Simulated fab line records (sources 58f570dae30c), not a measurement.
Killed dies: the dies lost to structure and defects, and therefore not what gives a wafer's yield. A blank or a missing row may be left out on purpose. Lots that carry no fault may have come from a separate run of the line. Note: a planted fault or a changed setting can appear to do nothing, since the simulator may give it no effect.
Which tool was responsible? ; flow berkeley-cmos170 ; 14 lots with 42 wafers sampled at 5 steps, on a route of 331 steps

## WHAT THE GAUGES SHOWED, per wafer
UCB170_START_THK_MEAS_03. Usual: for START_OXIDE_THK the level is 19.9 nm and the standard deviation is 0.43.
lot;measured;on;START_OXIDE_THK (nm);flag
L519;day 1 13:23;film-metro-02;19.5 19.9 19.5;
L520;day 1 19:13;film-metro-04;19.5 19.4 19.5;
L521;day 1 22:14;film-metro-03;19.6 19.3 19.5;
L523;day 2 07:49;film-metro-04;19.7 20.1 20.0;
L526;day 3 03:35;film-metro-03;19.5 19.2 19.4;
L527;day 3 06:29;film-metro-03;20.1 20.0 19.7;
L533;day 4 12:54;film-metro-03;20.3 20.6 20.2;
L536;day 5 04:32;film-metro-02;20.0 19.9 19.9;
L537;day 5 09:03;film-metro-02;20.2 20.3 20.3;
L538;day 5 14:41;film-metro-04;20.1 19.8 19.6;
L539;day 5 19:24;film-metro-02;20.7 20.2 20.6;
L540;day 6 00:53;film-metro-03;20.3 19.6 20.2;
L542;day 6 07:32;film-metro-04;19.1 19.4 19.0;
L541;day 6 07:34;film-metro-02;19.9 19.7 19.8;

UCB170_WELLDRIVE_THK_MEAS_02. Usual: for WELLDRIVE_OXIDE_THK the level is 200 nm and the standard deviation is 4.3.
lot;measured;on;WELLDRIVE_OXIDE_THK (nm);flag
L519;day 3 10:00;film-metro-02;193 191 193;
L520;day 4 00:51;film-metro-04;197 196 194;
L521;day 4 00:52;film-metro-02;197 196 195;
L523;day 4 06:31;film-metro-04;201 200 201;
L526;day 5 01:38;film-metro-04;158 159 160 158 159 160;OFF
L527;day 5 01:37;film-metro-01;165 164 166 165 165 166;OFF
L533;day 6 12:18;film-metro-04;197 195 197;
L536;day 7 05:14;film-metro-01;203 201 206;
L537;day 7 05:15;film-metro-02;203 200 199;
L538;day 7 20:46;film-metro-04;211 207 206;
L539;day 7 20:47;film-metro-01;198 196 194;
L540;day 7 20:46;film-metro-02;199 201 200;
L542;day 8 11:11;film-metro-02;207 207 206;
L541;day 8 11:13;film-metro-01;205 203 201;

UCB170_SDANNEAL_RS_MEAS_02: a four-point-probe measurement. Usual: for PSD_RS the level is 75.57 ohm/sq and the standard deviation is 0.3.
lot;measured;on;PSD_RS (ohm/sq);flag
L519;day 6 23:44;film-metro-03;75.39 75.65 75.67;
L520;day 7 11:25;film-metro-03;75.74 75.55 75.51;
L521;day 7 11:40;film-metro-02;75.50 75.55 75.48;
L523;day 7 17:04;film-metro-02;75.39 75.26 75.05;
L526;day 8 03:08;film-metro-02;75.88 75.77 75.85;
L527;day 8 03:53;film-metro-03;75.59 75.69 75.17;
L533;day 10 07:20;film-metro-03;76.22 76.05 76.04;
L536;day 10 22:35;film-metro-04;75.37 75.11 75.23;
L537;day 10 23:15;film-metro-04;75.50 75.37 75.57;
L538;day 11 12:08;film-metro-04;75.52 75.24 75.18;
L539;day 11 11:50;film-metro-03;75.73 75.73 75.96;
L540;day 11 14:23;film-metro-02;75.45 75.47 75.61;
L542;day 11 21:05;film-metro-03;75.20 75.43 75.41;
L541;day 11 21:10;film-metro-04;75.36 75.26 75.17;

## TOOL THAT RAN EACH LOT (tool first, then ch and the chambers of the sampled wafers, then the start)
lot;UCB170_WELLDRIVE_OXIDATION_01;UCB170_PSD_STRIP_09
L519;furnace-04 ch 0, day 3 06:29;plasma-asher-02 ch 0,1, day 6 20:55
L520;furnace-04 ch 0, day 3 21:20;plasma-asher-02 ch 0, day 7 04:40
L521;furnace-04 ch 0, day 3 21:20;plasma-asher-01 ch 0,1, day 7 04:58
L523;furnace-02 ch 0, day 4 02:59;plasma-asher-02 ch 0,1, day 7 13:58
L526;furnace-02 ch 0, day 4 22:07;plasma-asher-04 ch 0,1, day 7 22:53
L527;furnace-02 ch 0, day 4 22:07;plasma-asher-04 ch 0,1, day 7 23:10
L533;furnace-04 ch 0, day 6 08:47;plasma-asher-01 ch 0,1, day 10 04:24
L536;furnace-04 ch 0, day 7 01:44;plasma-asher-02 ch 0,1, day 10 19:41
L537;furnace-04 ch 0, day 7 01:44;plasma-asher-01 ch 0, day 10 19:53
L538;furnace-03 ch 0, day 7 17:16;plasma-asher-04 ch 0,1, day 11 08:47
L539;furnace-03 ch 0, day 7 17:16;plasma-asher-01 ch 0,1, day 11 08:19
L540;furnace-03 ch 0, day 7 17:16;plasma-asher-01 ch 0,1, day 11 10:37
L542;furnace-04 ch 0, day 8 07:41;plasma-asher-04 ch 0,1, day 11 17:12
L541;furnace-04 ch 0, day 8 07:41;plasma-asher-01 ch 0,1, day 11 17:26
- UCB170_WELLDRIVE_OXIDATION_01: target thk 199 nm, ox time 9000 s.
- UCB170_PSD_STRIP_09: strips in O2.

## AS READ BY THE TOOLS THEMSELVES (means over the sampled wafers that have a number; for cases with no such wafer, the mark the record gives instead)
UCB170_WELLDRIVE_OXIDATION_01. Usual: spike-tc-centre-C 1102.7 C, standard deviation 1.1; spike-tc-load-C 1130 C, standard deviation 3.4; spike-tc-source-C 1127 C, standard deviation 3.9; tube-center-temp-C 1100 C, standard deviation 0.096; tube_center_temp_C_max 1102.8, standard deviation 0.48.
lot;tool;spike-tc-centre-C (C);spike-tc-load-C (C);spike-tc-source-C (C);tube-center-temp-C (C);tube_center_temp_C_max;flag
L519;furnace-04;1103.0;1132;1128;1100;1102.9;
L520;furnace-04;1103.4;1134;1129;1100;1103.1;
L521;furnace-04;1103.6;1133;1128;1100;1102.4;
L523;furnace-02;1102.0;1126;1121;1100;1102.8;
L526;furnace-02;1071.0;1094;1090;1068;1071.3;OFF
L527;furnace-02;1070.2;1093;1088;1068;1071.6;OFF
L533;furnace-04;1102.4;1133;1129;1100;1102.6;
L536;furnace-04;1102.2;1133;1128;1100;1102.8;
L537;furnace-04;1102.3;1133;1129;1100;1103.1;
L538;furnace-03;1102.3;1128;1131;1100;1102.8;
L539;furnace-03;1103.2;1128;1130;1100;1103.0;
L540;furnace-03;1104.0;1127;1130;1100;1102.7;
L542;furnace-04;1102.3;1133;1129;1100;1102.7;
L541;furnace-04;1103.2;1131;1129;1100;1102.7;

UCB170_PSD_STRIP_09. Usual: drypump-motor-current-A 5.6 A, standard deviation 0.41; oes-product-au 0.600 a.u., standard deviation 0.0049; strip-time-to-endpoint-s 29.43 s, standard deviation 0.091.
lot;tool;drypump-motor-current-A (A);oes-product-au (a.u.);strip-time-to-endpoint-s (s);flag
L519;plasma-asher-02;5.1;0.601;29.44;
L520;plasma-asher-02;5.0;0.604;29.39;
L521;plasma-asher-01;6.1;0.605;29.45;
L523;plasma-asher-02;5.2;0.597;29.50;
L526;plasma-asher-04;5.4;0.603;29.49;
L527;plasma-asher-04;5.4;0.596;29.35;
L533;plasma-asher-01;6.1;0.604;29.42;
L536;plasma-asher-02;5.2;0.603;29.50;
L537;plasma-asher-01;6.1;0.597;29.31;
L538;plasma-asher-04;5.4;0.601;29.47;
L539;plasma-asher-01;6.1;0.604;29.41;
L540;plasma-asher-01;6.1;0.603;29.48;
L542;plasma-asher-04;5.4;0.599;29.47;
L541;plasma-asher-01;6.1;0.597;29.53;

## THE ANSWER, worked out from the rows above alone
Rule: a lot counts as off when the mean over its wafers that have a number is more than 3 standard deviations away from the usual mean. Also off: a lot with no number at a reading for which 4 or more lots have one. The other lots that the step has rows for count as sound. First the gauges in route order, then the tools' own readings, where a lot's mean is used as printed above. The first step at which some lot is off is used, and at that step the reading that is off furthest; a lot without a number counts as furthest.
Off: L526, L527, seen at UCB170_WELLDRIVE_THK_MEAS_02 (WELLDRIVE_OXIDE_THK).
A tool fits if, at a process step before that reading, it ran every lot that is off, and no sound lot after the first of them. Not tried: the gauges at UCB170_WELLDRIVE_THK_MEAS_02; whatever is off there is also off at UCB170_WELLDRIVE_OXIDATION_01, on other tools, and gauge error can't account for it. One fits: UCB170_WELLDRIVE_OXIDATION_01 on furnace-02. Its last sound lot is L523 (day 4 02:59), its first lot that is off L526 (day 4 22:07): a fault that began between those two fits.
The tool's own readings at UCB170_WELLDRIVE_OXIDATION_01 bear it out: on the lots that are off they differ by more than 5 times the standard deviation of the sound lots' means. spike-tc-centre-C reads 1070.6 C there against 1102.8 C on the sound lots; spike-tc-load-C reads 1094 C there against 1131 C on the sound lots; spike-tc-source-C reads 1089 C there against 1128 C on the sound lots; tube-center-temp-C reads 1068 C there against 1100 C on the sound lots; tube_center_temp_C_max reads 1071.4 there against 1102.8 on the sound lots.

## WHAT HAD BEEN PUT IN BY THE SIMULATOR
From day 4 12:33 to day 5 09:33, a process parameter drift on furnace-02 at UCB170_WELLDRIVE_OXIDATION_01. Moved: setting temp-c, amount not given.
Struck lots among those shown: L526, L527. The rule above found the same.
